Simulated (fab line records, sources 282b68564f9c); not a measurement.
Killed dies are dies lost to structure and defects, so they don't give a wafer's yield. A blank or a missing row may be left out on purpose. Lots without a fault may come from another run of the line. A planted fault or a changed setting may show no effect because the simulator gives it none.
fab line records | flow rit_cmos
record lots=15 wafers=45 last_day=7
route steps=202 shown NWELL@29 PWELL@49 SILICIDE@167
lots that met no fault: from a run of the same line without faults
start_h: hours from the record's first day to the start of the lot's first wafer shown | wait_h: hours since the lot's step before | " the same as in the row above | L1.1+2: a row that stands for several wafers | - no value, or no start given | * or withheld: withheld | < > ~ a bound
route shown NAME@n: a module of which the file shows steps, and the number in the route of the first | usual: mean/standard deviation of fault-free wafers | same: alike in all rows | chamber/n: place in a boat | sites: the reading at each site | _std_site: their standard deviation | _edge_site: outer sites' mean less inner sites' | radius_mm: how far each site lies from the wafer's centre | mask NAME#n: copy n | behind: the tool/chamber that last shaped the wafer | hold: why the lot was held/for how many hours/how that ended | device: the transistor (n, p or np) that didn't switch | end of line: the same wafers' tests at the end of the route | a step without rows: its recipe alone | killed: dies lost to structure and defects at the first sort, not the wafer's yield | map: a wafer's dies, x killed, . not, _ none there
set.NAME: the setting as run; set.NAME@STEP: as run at that earlier step | model.NAME: the simulator's own value behind a step, which no gauge read
steps of the route over a sample of lots; a table a step, a row a wafer
## steps
# step RIT_NWELL_COAT_01
# recipe resist=NOVOLAK spin_rpm=2000 resist_thk_nm=1300
# usual chill_plate_temp_C=22.99/0.1 dispense_pressure_kPa=45/3.3
# columns lot.wafer tool chamber start_h wait_h chill_plate_temp_C dispense_pressure_kPa
L314.1 litho_track-02 0 20.97 0.1 22.91 50
L314.4 " 0 " " 22.93 50
L314.5 " 0 " " 22.97 50
L315.2 litho_track-03 0 27.48 0.1 23.04 44
L315.3 " 0 " " 22.92 44
L315.6 " 0 " " 22.96 44
L318.1 litho_track-03 0 39.51 0.1 23.18 44
L318.2 " 0 " " 23.09 44
L318.5 " 0 " " 23.13 44
L319.3 litho_track-03 0 44.62 0.1 22.96 44
L319.5 " 0 " " 22.97 44
L319.6 " 0 " " 23.06 44
L321.1 litho_track-02 0 56.02 0.1 23.11 50
L321.2 " 0 " " 23.03 50
L321.5 " 0 " " 23.08 50
L322.1 litho_track-04 0 63.76 0.1 23.19 41
L322.4 " 0 " " 23.02 41
L322.5 " 0 " " 23.13 41
L325.1 litho_track-03 0 78.77 0.1 23.02 44
L325.5 " 0 " " 23.05 44
L325.6 " 0 " " 22.81 44
L327.2 litho_track-04 0 84.66 0.1 22.89 41
L327.4 " 0 " " 23.03 41
L327.5 " 0 " " 23.11 41
L328.4 litho_track-02 - 91.45 0.1 - -
L328.5 " - " " - -
L328.6 " - " " - -
L329.1 litho_track-04 - 97.72 0.1 - -
L329.3 " - " " - -
L329.6 " - " " - -
L330.1 litho_track-02 - 104.45 0.1 - -
L330.3 " - " " - -
L330.6 " - " " - -
L332.3 litho_track-02 0 110.08 0.1 22.91 49
L332.4 " 0 " " 23.06 49
L332.5 " 0 " " 22.95 49
L334.1 litho_track-04 0 122.16 0.1 23.17 41
L334.2 " 0 " " 23.10 41
L334.6 " 0 " " 23.10 41
L336.1 litho_track-04 0 129.62 0.1 23.02 41
L336.4 " 0 " " 22.88 41
L336.5 " 0 " " 22.91 41
L337.1 litho_track-02 0 134.41 0.1 23.03 49
L337.2 " 0 " " 22.95 49
L337.6 " 0 " " 22.94 49
# step RIT_NWELL_OVL_MEAS_06
# usual NWELL_OVL=0.2/1.4
# columns lot.wafer tool chamber start_h wait_h NWELL_OVL[nm]
L314.1 overlay-01 - 21.70 - 0.1
L314.4 " - " " 1.4
L314.5 " - " " -0.8
L315.2 overlay-01 - 28.32 - -1.6
L315.3 " - " " -3.1
L315.6 " - " " -1.4
L318.1 overlay-01 - 40.37 - 1.4
L318.2 " - " " 0.4
L318.5 " - " " -0.7
L319.3 overlay-02 - 45.31 - -0.3
L319.5 " - " " -0.5
L319.6 " - " " -1.0
L321.1 overlay-02 - 56.87 - 3.8
L321.2 " - " " 2.9
L321.5 " - " " 1.4
L322.1 overlay-01 - 64.71 - -2.1
L322.4 " - " " -1.6
L322.5 " - " " -1.8
L325.1 overlay-02 - 79.63 - 0.0
L325.5 " - " " 0.7
L325.6 " - " " 0.7
L327.2 overlay-02 - 85.49 - 1.2
L327.4 " - " " 1.2
L327.5 " - " " 0.4
L328.4 overlay-01 - 92.13 - -
L328.5 " - " " -
L328.6 " - " " -
L329.1 overlay-01 - 98.45 - -
L329.3 " - " " -
L329.6 " - " " -
L330.1 overlay-02 - 105.31 - -
L330.3 " - " " -
L330.6 " - " " -
L332.3 overlay-01 - 111.23 - 0.0
L332.4 " - " " -1.2
L332.5 " - " " 0.8
L334.1 overlay-02 - 122.89 - -0.4
L334.2 " - " " 1.0
L334.6 " - " " 2.1
L336.1 overlay-02 - 130.35 - -3.5
L336.4 " - " " -0.5
L336.5 " - " " -1.5
L337.1 overlay-02 - 135.27 - -1.0
L337.2 " - " " -2.4
L337.6 " - " " -0.4
# step RIT_PWELL_TW_MEAS_10
# usual PWELL_TW=952/4.9
# columns lot.wafer tool chamber start_h wait_h PWELL_TW
L314.1 film_metro-01 - 23.99 0.1 960
L314.4 " - " " 953
L314.5 " - " " 957
L315.2 film_metro-01 - 30.48 0.1 956
L315.3 " - " " 959
L315.6 " - " " 958
L318.1 film_metro-02 - 42.53 0.1 947
L318.2 " - " " 955
L318.5 " - " " 949
L319.3 film_metro-01 - 47.48 0.1 955
L319.5 " - " " 960
L319.6 " - " " 953
L321.1 film_metro-01 - 59.03 0.1 952
L321.2 " - " " 949
L321.5 " - " " 952
L322.1 film_metro-04 - 67.00 0.1 944
L322.4 " - " " 948
L322.5 " - " " 944
L325.1 film_metro-01 - 81.79 0.1 949
L325.5 " - " " 952
L325.6 " - " " 949
L327.2 film_metro-01 - 87.73 0.1 952
L327.4 " - " " 954
L327.5 " - " " 954
L328.4 film_metro-02 - 94.34 0.1 2195
L328.5 " - " " 2198
L328.6 " - " " 2196
L329.1 film_metro-01 - 100.81 0.1 2212
L329.3 " - " " 2214
L329.6 " - " " 2214
L330.1 film_metro-01 - 107.60 0.1 2202
L330.3 " - " " 2203
L330.6 " - " " 2207
L332.3 film_metro-01 - 113.53 0.1 954
L332.4 " - " " 953
L332.5 " - " " 953
L334.1 film_metro-01 - 125.32 0.1 968
L334.2 " - " " 962
L334.6 " - " " 962
L336.1 film_metro-02 - 132.51 0.1 946
L336.4 " - " " 946
L336.5 " - " " 948
L337.1 film_metro-02 - 137.43 0.1 942
L337.2 " - " " 951
L337.6 " - " " 946
# step RIT_SILICIDE_RTA_06
# recipe temp_c=750 time_s=10 idle_temp_c=25 ramp_up_s=5 ramp_down_s=10 cool_to_c=25 ambient=N2
# usual wafer_temp_C_max=754.1/1.9
# columns lot.wafer tool chamber start_h wait_h wafer_temp_C_max
L314.1 rtp_anneal-02 0 51.13 0.0 755.2
L314.4 " 0 " " 755.9
L314.5 " 0 " " 754.9
L315.2 rtp_anneal-01 0 57.64 0.0 753.2
L315.3 " 0 " " 752.8
L315.6 " 0 " " 752.3
L318.1 rtp_anneal-02 0 71.79 0.0 755.3
L318.2 " 0 " " 755.9
L318.5 " 0 " " 755.9
L319.3 rtp_anneal-01 0 75.06 0.0 753.5
L319.5 " 0 " " 753.3
L319.6 " 0 " " 752.0
L321.1 rtp_anneal-01 0 90.67 0.0 752.6
L321.2 " 0 " " 751.7
L321.5 " 0 " " 752.8
L322.1 rtp_anneal-02 0 95.80 0.0 755.7
L322.4 " 0 " " 756.4
L322.5 " 0 " " 755.3
L325.1 rtp_anneal-01 0 115.68 0.0 752.8
L325.5 " 0 " " 751.7
L325.6 " 0 " " 752.3
L327.2 rtp_anneal-01 0 119.56 0.0 753.5
L327.4 " 0 " " 752.0
L327.5 " 0 " " 752.4
L328.4 rtp_anneal-02 0 124.09 0.0 755.1
L328.5 " 0 " " 755.3
L328.6 " 0 " " 756.7
L329.1 rtp_anneal-01 0 127.72 0.0 752.4
L329.3 " 0 " " 751.2
L329.6 " 0 " " 752.4
L330.1 rtp_anneal-02 0 135.80 0.0 755.9
L330.3 " 0 " " 755.2
L330.6 " 0 " " 755.3
L332.3 rtp_anneal-02 0 144.16 0.0 754.9
L332.4 " 0 " " 755.7
L332.5 " 0 " " 756.9
L334.1 rtp_anneal-02 0 152.59 0.0 756.0
L334.2 " 0 " " 757.8
L334.6 " 0 " " 755.5
L336.1 rtp_anneal-02 0 161.09 0.0 756.4
L336.4 " 0 " " 755.3
L336.5 " 0 " " 755.9
L337.1 rtp_anneal-01 0 165.40 0.0 753.0
L337.2 " 0 " " 751.7
L337.6 " 0 " " 751.9
## key
first_sign step=RIT_NWELL_COAT_01 reading=tool_record direction=missing
effect step=RIT_NWELL_OVL_MEAS_06 reading=NWELL_OVL direction=missing
effect step=RIT_PWELL_TW_MEAS_10 reading=PWELL_TW direction=up sigmas=99+ usual=952 struck=2204
met_at RIT_NWELL_COAT_01
struck_lots L328,L329,L330
sort_left_out L328.4,L328.5,L328.6,L329.1,L329.3,L329.6,L330.1,L330.3,L330.6
tester_left_out L328,L329,L330
not_acting_at RIT_SILICIDE_RTA_06
onset_between 84.66 91.45
fault kind=skipped_step_whole tool=litho_track-02,litho_track-04 chamber=- onset_h=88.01 steps=RIT_NWELL_COAT_01 scope=struck_lots_only
# tester_left_out: of these lots the tester's yield and bins aren't shown, on N5 and GAA mostly nor the transistor test; their killed dies are dies lost to structure and defects alone, not to doping, threshold or leakage, so they don't give the yield
# sort_left_out: the simulated sort isn't trusted on such a fault, so these wafers' sort isn't shown, and their yield isn't known
